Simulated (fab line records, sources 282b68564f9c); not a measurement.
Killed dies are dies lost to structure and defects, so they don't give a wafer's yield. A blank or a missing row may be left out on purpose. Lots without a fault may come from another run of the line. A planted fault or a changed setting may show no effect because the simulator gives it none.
fab line records | flow rit_cmos
record lots=13 wafers=39 last_day=8
route steps=202 shown PWELL@52 NRETRO@56 PRETRO@74 M1@202
lots that met no fault: from a run of the same line without faults
start_h: hours from the record's first day to the start of the lot's first wafer shown | wait_h: hours since the lot's step before | " the same as in the row above | L1.1+2: a row that stands for several wafers | - no value, or no start given | * or withheld: withheld | < > ~ a bound
route shown NAME@n: a module of which the file shows steps, and the number in the route of the first | usual: mean/standard deviation of fault-free wafers | same: alike in all rows | chamber/n: place in a boat | sites: the reading at each site | _std_site: their standard deviation | _edge_site: outer sites' mean less inner sites' | radius_mm: how far each site lies from the wafer's centre | mask NAME#n: copy n | behind: the tool/chamber that last shaped the wafer | hold: why the lot was held/for how many hours/how that ended | device: the transistor (n, p or np) that didn't switch | end of line: the same wafers' tests at the end of the route | a step without rows: its recipe alone | killed: dies lost to structure and defects at the first sort, not the wafer's yield | map: a wafer's dies, x killed, . not, _ none there
set.NAME: the setting as run; set.NAME@STEP: as run at that earlier step | model.NAME: the simulator's own value behind a step, which no gauge read
steps of the route over a sample of lots; a table a step, a row a wafer
services: from which hour (start_h, from the record's first day; less than 0 if before it) a tool's chamber was out of use, for how many hours, and why
## steps
# step RIT_WELLDRIVE_RS_MEAS_02
# recipe thk_meas_gauge=four-point-probe
# usual PWELL_RS=426.9/1.4
# columns lot.wafer tool chamber start_h wait_h PWELL_RS[ohm/sq]
L224.1 film_metro-04 - 33.56 0.1 424.6
L224.4 " - " " 424.3
L224.6 " - " " 424.3
L226.2 film_metro-03 - 39.10 0.1 426.8
L226.3 " - " " 426.6
L226.5 " - " " 427.0
L228.3 film_metro-03 - 51.86 0.1 427.6
L228.4 " - " " 427.8
L228.5 " - " " 427.2
L230.1 film_metro-02 - 59.45 0.1 428.0
L230.4 " - " " 428.9
L230.5 " - " " 428.6
L231.1 film_metro-04 - 66.21 0.1 426.5
L231.2 " - " " 426.4
L231.6 " - " " 426.0
L232.3 film_metro-02 - 70.63 0.1 425.5
L232.5 " - " " 425.3
L232.6 " - " " 425.6
L234.2 film_metro-02 - 84.98 0.1 427.0
L234.3 " - " " 428.3
L234.5 " - " " 429.5
L235.1 film_metro-03 - 88.50 0.1 427.3
L235.3 " - " " 426.8
L235.5 " - " " 428.3
L236.1 film_metro-04 - 90.01 0.1 425.1
L236.2 " - " " 425.3
L236.6 " - " " 424.8
L237.1 film_metro-04 - 96.00 0.1 427.5
L237.3 " - " " 426.8
L237.4 " - " " 427.7
L238.2 film_metro-02 - 101.10 0.1 424.9
L238.4 " - " " 425.1
L238.6 " - " " 425.1
L246.2 film_metro-04 - 140.13 0.1 429.1
L246.4 " - " " 429.4
L246.6 " - " " 428.7
L247.1 film_metro-03 - 146.27 0.1 427.9
L247.4 " - " " 426.1
L247.6 " - " " 427.3
# step RIT_NRETRO_EXPOSE_03
# recipe mask_id=M4 na=0.57 target_cd_nm=43900 dose_mj=250
# usual exposure_dose_mJ_cm2=250.02/0.22
# columns lot.wafer tool chamber start_h wait_h mask exposure_dose_mJ_cm2
L224.1 iline_stepper-02 0 34.25 0.2 M4#0 249.83
L224.4 " 0 " " M4#0 250.23
L224.6 " 0 " " M4#0 249.75
L226.2 iline_stepper-02 0 39.85 0.2 M4#0 249.95
L226.3 " 0 " " M4#0 249.90
L226.5 " 0 " " M4#0 250.32
L228.3 iline_stepper-01 0 52.43 0.1 M4#0 250.05
L228.4 " 0 " " M4#0 249.81
L228.5 " 0 " " M4#0 250.12
L230.1 iline_stepper-02 0 60.02 0.1 M4#0 249.80
L230.4 " 0 " " M4#0 249.92
L230.5 " 0 " " M4#0 250.15
L231.1 iline_stepper-01 0 66.91 0.2 M4#0 249.78
L231.2 " 0 " " M4#0 249.76
L231.6 " 0 " " M4#0 250.00
L232.3 iline_stepper-02 0 71.32 0.2 M4#0 250.00
L232.5 " 0 " " M4#0 250.05
L232.6 " 0 " " M4#0 250.27
L234.2 iline_stepper-02 0 85.55 0.1 M4#0 250.29
L234.3 " 0 " " M4#0 249.97
L234.5 " 0 " " M4#0 250.19
L235.1 iline_stepper-01 0 89.19 0.2 M4#0 249.92
L235.3 " 0 " " M4#0 249.94
L235.5 " 0 " " M4#0 250.06
L236.1 iline_stepper-01 0 90.58 0.1 M4#0 250.18
L236.2 " 0 " " M4#0 250.35
L236.6 " 0 " " M4#0 250.15
L237.1 iline_stepper-01 0 96.57 0.1 M5#0 249.41
L237.3 " 0 " " M5#0 249.96
L237.4 " 0 " " M5#0 250.01
L238.2 iline_stepper-01 0 101.67 0.1 M4#0 250.31
L238.4 " 0 " " M4#0 249.70
L238.6 " 0 " " M4#0 249.94
L246.2 iline_stepper-02 0 140.70 0.1 M4#0 250.23
L246.4 " 0 " " M4#0 250.24
L246.6 " 0 " " M4#0 249.90
L247.1 iline_stepper-02 0 146.84 0.1 M4#0 249.83
L247.4 " 0 " " M4#0 250.06
L247.6 " 0 " " M4#0 250.34
# step RIT_NRETRO_OVL_MEAS_06
# usual NRETRO_OVL=1.2/1.1
# columns lot.wafer tool chamber start_h wait_h NRETRO_OVL[nm]
L224.1 overlay-02 - 34.68 - 1.2
L224.4 " - " " 3.6
L224.6 " - " " 3.1
L226.2 overlay-01 - 40.37 - 1.7
L226.3 " - " " -0.3
L226.5 " - " " 0.6
L228.3 overlay-02 - 52.83 - 0.5
L228.4 " - " " 0.3
L228.5 " - " " 3.3
L230.1 overlay-01 - 60.45 - 0.6
L230.4 " - " " 1.5
L230.5 " - " " 0.7
L231.1 overlay-01 - 67.34 - 0.8
L231.2 " - " " 0.1
L231.6 " - " " 0.3
L232.3 overlay-01 - 71.72 - 1.2
L232.5 " - " " 0.7
L232.6 " - " " 1.1
L234.2 overlay-01 - 85.97 - 1.3
L234.3 " - " " -0.3
L234.5 " - " " 0.3
L235.1 overlay-02 - 89.62 - 1.2
L235.3 " - " " 0.3
L235.5 " - " " 0.6
L236.1 overlay-01 - 91.01 - 3.5
L236.2 " - " " 1.3
L236.6 " - " " 1.5
L237.1 overlay-01 - 97.14 - -
L237.3 " - " " -
L237.4 " - " " -
L238.2 overlay-01 - 102.17 - 3.5
L238.4 " - " " -1.6
L238.6 " - " " 2.0
L246.2 overlay-01 - 141.11 - 0.3
L246.4 " - " " 2.0
L246.6 " - " " 0.3
L247.1 overlay-01 - 147.27 - -0.4
L247.4 " - " " -0.5
L247.6 " - " " 2.3
# step RIT_NRETRO_TW_MEAS_10
# usual NRETRO_TW=1049/9.4
# columns lot.wafer tool chamber start_h wait_h NRETRO_TW
L224.1 film_metro-01 - 35.29 0.1 1044
L224.4 " - " " 1042
L224.6 " - " " 1042
L226.2 film_metro-01 - 40.98 0.1 1036
L226.3 " - " " 1043
L226.5 " - " " 1042
L228.3 film_metro-01 - 53.45 0.1 1044
L228.4 " - " " 1044
L228.5 " - " " 1044
L230.1 film_metro-02 - 61.06 0.1 1059
L230.4 " - " " 1054
L230.5 " - " " 1063
L231.1 film_metro-01 - 68.12 0.1 1040
L231.2 " - " " 1044
L231.6 " - " " 1046
L232.3 film_metro-01 - 72.34 0.1 1039
L232.5 " - " " 1040
L232.6 " - " " 1034
L234.2 film_metro-03 - 86.58 0.1 1044
L234.3 " - " " 1044
L234.5 " - " " 1045
L235.1 film_metro-03 - 90.23 0.1 1052
L235.3 " - " " 1047
L235.5 " - " " 1055
L236.1 film_metro-03 - 91.62 0.1 1037
L236.2 " - " " 1044
L236.6 " - " " 1044
L237.1 film_metro-03 - 97.75 0.1 30
L237.3 " - " " 30
L237.4 " - " " 30
L238.2 film_metro-01 - 102.78 0.1 1041
L238.4 " - " " 1040
L238.6 " - " " 1044
L246.2 film_metro-02 - 141.73 0.1 1065
L246.4 " - " " 1067
L246.6 " - " " 1067
L247.1 film_metro-01 - 147.88 0.1 1041
L247.4 " - " " 1039
L247.6 " - " " 1046
# step RIT_PRETRO_TW_MEAS_10
# usual PRETRO_TW=477/3.8
# columns lot.wafer tool chamber start_h wait_h PRETRO_TW
L224.1 film_metro-02 - 36.84 0.1 479
L224.4 " - " " 477
L224.6 " - " " 478
L226.2 film_metro-01 - 42.56 0.1 470
L226.3 " - " " 471
L226.5 " - " " 472
L228.3 film_metro-01 - 55.11 0.1 474
L228.4 " - " " 472
L228.5 " - " " 473
L230.1 film_metro-04 - 62.61 0.1 481
L230.4 " - " " 479
L230.5 " - " " 475
L231.1 film_metro-01 - 69.67 0.1 469
L231.2 " - " " 471
L231.6 " - " " 470
L232.3 film_metro-04 - 73.89 0.1 481
L232.5 " - " " 483
L232.6 " - " " 482
L234.2 film_metro-04 - 88.26 0.1 481
L234.3 " - " " 482
L234.5 " - " " 480
L235.1 film_metro-04 - 91.89 0.1 483
L235.3 " - " " 484
L235.5 " - " " 483
L236.1 film_metro-01 - 93.30 0.1 468
L236.2 " - " " 467
L236.6 " - " " 471
L237.1 film_metro-04 - 99.30 0.1 1078
L237.3 " - " " 1079
L237.4 " - " " 1081
L238.2 film_metro-04 - 104.46 0.1 476
L238.4 " - " " 477
L238.6 " - " " 476
L246.2 film_metro-02 - 143.34 0.1 481
L246.4 " - " " 482
L246.6 " - " " 479
L247.1 film_metro-02 - 149.43 0.1 477
L247.4 " - " " 478
L247.6 " - " " 481
# step RIT_M1_PROBE_99
# usual killed_at_M0_to_M3=0.0/0.23 killed_at_front_end=7/3 killed_dies=7/3 killed_on_rim=2.0/1.2 killed_open=3.3/2.1 killed_short=3.7/1.9
# same gross_dies=264 killed_at_M4_up=0 killed_at_back_side=0 killed_at_contacts=0 killed_at_other=0
# columns lot.wafer tool chamber start_h wait_h killed_at_M0_to_M3 killed_at_front_end killed_dies killed_on_rim killed_open killed_short
L224.1 prober-02 - 63.45 0.1 0 9 9 3 3 6
L224.4 prober-02 - 63.60 0.2 0 6 6 2 2 4
L224.6 prober-02 - 63.70 0.2 0 7 7 3 2 4
L226.2 prober-02 - 73.69 0.1 0 11 11 2 4 7
L226.3 prober-02 - 73.74 0.2 0 9 9 5 6 3
L226.5 prober-02 - 73.84 0.2 0 9 9 3 2 7
L228.3 prober-02 - 86.58 0.2 0 4 4 1 3 1
L228.4 prober-02 - 86.63 0.2 0 6 6 1 5 1
L228.5 prober-02 - 86.68 0.2 0 5 5 1 3 2
L230.1 prober-02 - 89.92 0.1 0 4 4 1 2 2
L230.4 prober-02 - 90.07 0.2 0 8 8 3 6 2
L230.5 prober-02 - 90.12 0.2 0 4 4 1 3 1
L231.1 prober-01 - 99.30 0.1 0 6 6 1 3 3
L231.2 prober-01 - 99.35 0.1 0 12 12 6 7 5
L231.6 prober-01 - 99.55 0.2 0 5 5 2 3 2
L232.3 prober-02 - 100.90 0.2 0 3 3 2 1 2
L232.5 prober-02 - 101.00 0.2 0 4 4 2 2 2
L232.6 prober-02 - 101.05 0.2 0 13 13 4 6 7
L234.2 prober-02 - 115.38 0.1 0 13 13 4 10 3
L234.3 prober-02 - 115.43 0.2 0 7 7 1 3 4
L234.5 prober-02 - 115.53 0.2 0 7 7 0 4 3
L235.1 prober-01 - 118.18 0.1 0 4 4 3 2 2
L235.3 prober-01 - 118.28 0.2 0 4 4 1 1 3
L235.5 prober-01 - 118.38 0.2 1 5 6 3 4 2
L236.1 prober-02 - 119.68 0.1 0 5 5 2 1 4
L236.2 prober-02 - 119.73 0.1 0 11 11 4 4 7
L236.6 prober-02 - 119.93 0.2 1 3 4 3 2 2
L237.1 prober-01 - 127.54 0.1 0 264 264 70 4 3
L237.3 prober-01 - 127.64 0.2 0 264 264 70 1 5
L237.4 prober-01 - 127.69 0.2 0 264 264 70 4 5
L238.2 prober-02 - 133.41 0.1 0 4 4 1 0 4
L238.4 prober-02 - 133.51 0.2 0 5 5 1 4 1
L238.6 prober-02 - 133.61 0.2 0 6 6 2 2 4
L246.2 prober-02 - 180.31 0.1 0 12 12 3 5 7
L246.4 prober-02 - 180.41 0.2 1 7 8 2 2 6
L246.6 prober-02 - 180.51 0.2 1 4 5 2 1 4
L247.1 prober-01 - 187.30 0.1 0 6 6 1 3 3
L247.4 prober-01 - 187.45 0.2 0 6 6 1 2 4
L247.6 prober-01 - 187.55 0.2 0 5 5 0 0 5
# killed by level:class
L224.1 GATE:geometric_particle:short=6 GATE:geometric_particle:open=2 FOX1:geometric_particle:open=1
L224.4 GATE:geometric_particle:short=3 ACTIVE:geometric_particle:open=1 FOX1:geometric_particle:short=1 GATE:geometric_particle:open=1
L224.6 FOX1:geometric_particle:short=2 GATE:geometric_particle:open=1 GATE:geometric_particle:short=1 REOX:geometric_particle:short=1 SPACER:geometric_particle:open=1 GATE:coat_microbubble_printed=1
L226.2 FOX1:geometric_particle:short=2 GATE:geometric_particle:short=2 SPACER:geometric_particle:short=2 SILICIDE:geometric_particle:open=2 ACTIVE:geometric_particle:open=1 GATE:geometric_particle:open=1 REOX:geometric_particle:short=1
L226.3 GATE:geometric_particle:open=2 GATE:geometric_particle:short=2 SPACER:geometric_particle:open=2 FOX2:geometric_particle:open=1 SILICIDE:geometric_particle:short=1 SILICIDE:geometric_particle:open=1
L226.5 SPACER:geometric_particle:short=3 SILICIDE:geometric_particle:short=3 FOX1:geometric_particle:short=1 SPACER:geometric_particle:open=1 SILICIDE:geometric_particle:open=1
L228.3 GATE:geometric_particle:open=2 FOX2:geometric_particle:open=1 GATE:geometric_particle:short=1
L228.4 GATE:geometric_particle:open=2 SPACER:geometric_particle:open=2 SPACER:geometric_particle:short=1 SILICIDE:geometric_particle:open=1
L228.5 FOX1:geometric_particle:open=1 GATE:geometric_particle:short=1 GATE:geometric_particle:open=1 SPACER:geometric_particle:short=1 SILICIDE:geometric_particle:open=1
L230.1 GATE:geometric_particle:open=1 GATE:geometric_particle:short=1 REOX:geometric_particle:short=1 REOX:geometric_particle:open=1
L230.4 GATE:geometric_particle:open=6 GATE:geometric_particle:short=1 SILICIDE:geometric_particle:short=1
L230.5 GATE:geometric_particle:open=1 REOX:geometric_particle:short=1 SPACER:geometric_particle:open=1 SILICIDE:geometric_particle:open=1
L231.1 GATE:geometric_particle:short=2 GATE:geometric_particle:open=2 FOX1:geometric_particle:open=1 SILICIDE:geometric_particle:short=1
L231.2 GATE:geometric_particle:open=5 GATE:geometric_particle:short=3 REOX:geometric_particle:short=2 FOX1:geometric_particle:open=1 REOX:geometric_particle:open=1
L231.6 GATE:geometric_particle:open=3 FOX1:geometric_particle:short=1 GATE:geometric_particle:short=1
L232.3 GATE:geometric_particle:short=2 GATE:geometric_particle:open=1
L232.5 FOX1:geometric_particle:short=2 REOX:geometric_particle:open=2
L232.6 FOX1:geometric_particle:short=3 FOX1:geometric_particle:open=2 GATE:geometric_particle:open=2 SPACER:geometric_particle:open=2 FOX2:geometric_particle:short=1 GATE:geometric_particle:short=1 SILICIDE:geometric_particle:short=1 SPACER:geometric_particle:short=1
L234.2 SPACER:geometric_particle:open=4 FOX1:geometric_particle:open=2 SILICIDE:geometric_particle:open=2 FOX1:geometric_particle:short=1 FOX2:geometric_particle:open=1 GATE:geometric_particle:open=1 REOX:geometric_particle:short=1 SPACER:geometric_particle:short=1
L234.3 GATE:geometric_particle:short=3 GATE:geometric_particle:open=2 FOX1:geometric_particle:short=1 FOX2:geometric_particle:open=1
L234.5 ACTIVE:geometric_particle:open=1 FOX1:geometric_particle:open=1 FOX2:geometric_particle:short=1 GATE:geometric_particle:open=1 GATE:geometric_particle:short=1 REOX:geometric_particle:short=1 SPACER:geometric_particle:open=1
L235.1 SPACER:geometric_particle:open=1 SPACER:geometric_particle:short=1 SILICIDE:geometric_particle:short=1 SILICIDE:geometric_particle:open=1
L235.3 FOX1:geometric_particle:short=1 FOX2:geometric_particle:short=1 GATE:geometric_particle:open=1 GATE:geometric_particle:short=1
L235.5 GATE:geometric_particle:open=3 FOX2:geometric_particle:short=1 SPACER:geometric_particle:open=1 M1:geometric_particle:short=1
L236.1 GATE:geometric_particle:short=2 REOX:geometric_particle:open=1 REOX:geometric_particle:short=1 SILICIDE:geometric_particle:short=1
L236.2 GATE:geometric_particle:short=4 GATE:geometric_particle:open=3 REOX:geometric_particle:short=2 FOX1:geometric_particle:short=1 SPACER:geometric_particle:open=1
L236.6 GATE:geometric_particle:open=1 SPACER:geometric_particle:open=1 SPACER:geometric_particle:short=1 M1:geometric_particle:short=1
L237.1 NRETRO:area_expose=257 FOX1:geometric_particle:short=1 FOX1:geometric_particle:open=1 FOX2:geometric_particle:short=1 GATE:geometric_particle:open=1 GATE:geometric_particle:short=1 SPACER:geometric_particle:open=1 SILICIDE:geometric_particle:open=1
L237.3 NRETRO:area_expose=258 SPACER:geometric_particle:short=2 FOX1:geometric_particle:short=1 GATE:geometric_particle:short=1 REOX:geometric_particle:short=1 SPACER:geometric_particle:open=1
L237.4 NRETRO:area_expose=255 SPACER:geometric_particle:short=3 GATE:geometric_particle:open=2 SPACER:geometric_particle:open=2 GATE:geometric_particle:short=1 REOX:geometric_particle:short=1
L238.2 SPACER:geometric_particle:short=2 GATE:geometric_particle:short=1 REOX:geometric_particle:short=1
L238.4 FOX2:geometric_particle:open=3 SILICIDE:geometric_particle:short=1 SILICIDE:geometric_particle:open=1
L238.6 FOX2:geometric_particle:short=2 FOX2:geometric_particle:open=1 GATE:geometric_particle:open=1 GATE:geometric_particle:short=1 REOX:geometric_particle:short=1
L246.2 FOX1:geometric_particle:short=3 REOX:geometric_particle:short=2 SPACER:geometric_particle:open=2 FOX2:geometric_particle:open=1 FOX2:geometric_particle:short=1 GATE:geometric_particle:short=1 REOX:geometric_particle:open=1 SILICIDE:geometric_particle:open=1
L246.4 GATE:geometric_particle:short=4 GATE:geometric_particle:open=2 FOX2:geometric_particle:short=1 M1:geometric_particle:short=1
L246.6 FOX2:geometric_particle:short=2 GATE:geometric_particle:short=1 SPACER:geometric_particle:open=1 M1:geometric_particle:short=1
L247.1 FOX1:geometric_particle:short=2 REOX:geometric_particle:open=2 FOX1:geometric_particle:open=1 REOX:geometric_particle:short=1
L247.4 GATE:geometric_particle:short=2 FOX1:geometric_particle:short=1 REOX:geometric_particle:open=1 SPACER:geometric_particle:open=1 SILICIDE:geometric_particle:short=1
L247.6 REOX:geometric_particle:short=3 GATE:geometric_particle:short=2
## services
# columns tool chamber start_h hours kind
iline_stepper-02 0 11.28 - calibration
iline_stepper-02 - 13.93 2.1 pm
iline_stepper-02 - 16.02 - consumable_replace:lamp
iline_stepper-02 - 106.63 9.2 repair
iline_stepper-01 0 116.15 - calibration
## key
first_sign step=RIT_NRETRO_EXPOSE_03 reading=mask direction=changed
effect step=RIT_NRETRO_OVL_MEAS_06 reading=NRETRO_OVL direction=missing
effect step=RIT_NRETRO_TW_MEAS_10 reading=NRETRO_TW direction=down sigmas=99+ usual=1049 struck=30
effect step=RIT_PRETRO_TW_MEAS_10 reading=PRETRO_TW direction=up sigmas=99+ usual=477 struck=1079
effect step=RIT_M1_PROBE_99 reading=killed_at_front_end direction=up sigmas=85 usual=7 struck=264
more_kills_born_at RIT_NRETRO_EXPOSE_03@iline_stepper-01=770
met_at RIT_NRETRO_EXPOSE_03
struck_lots L237
tester_left_out L237
not_acting_at RIT_WELLDRIVE_RS_MEAS_02
onset_between 90.58 96.57
fault kind=wrong_mask tool=any chamber=- onset_h=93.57 steps=RIT_NRETRO_EXPOSE_03 aux_copy=M5#0 scope=struck_lots_only
# tester_left_out: of these lots the tester's yield and bins aren't shown, on N5 and GAA mostly nor the transistor test; their killed dies are dies lost to structure and defects alone, not to doping, threshold or leakage, so they don't give the yield
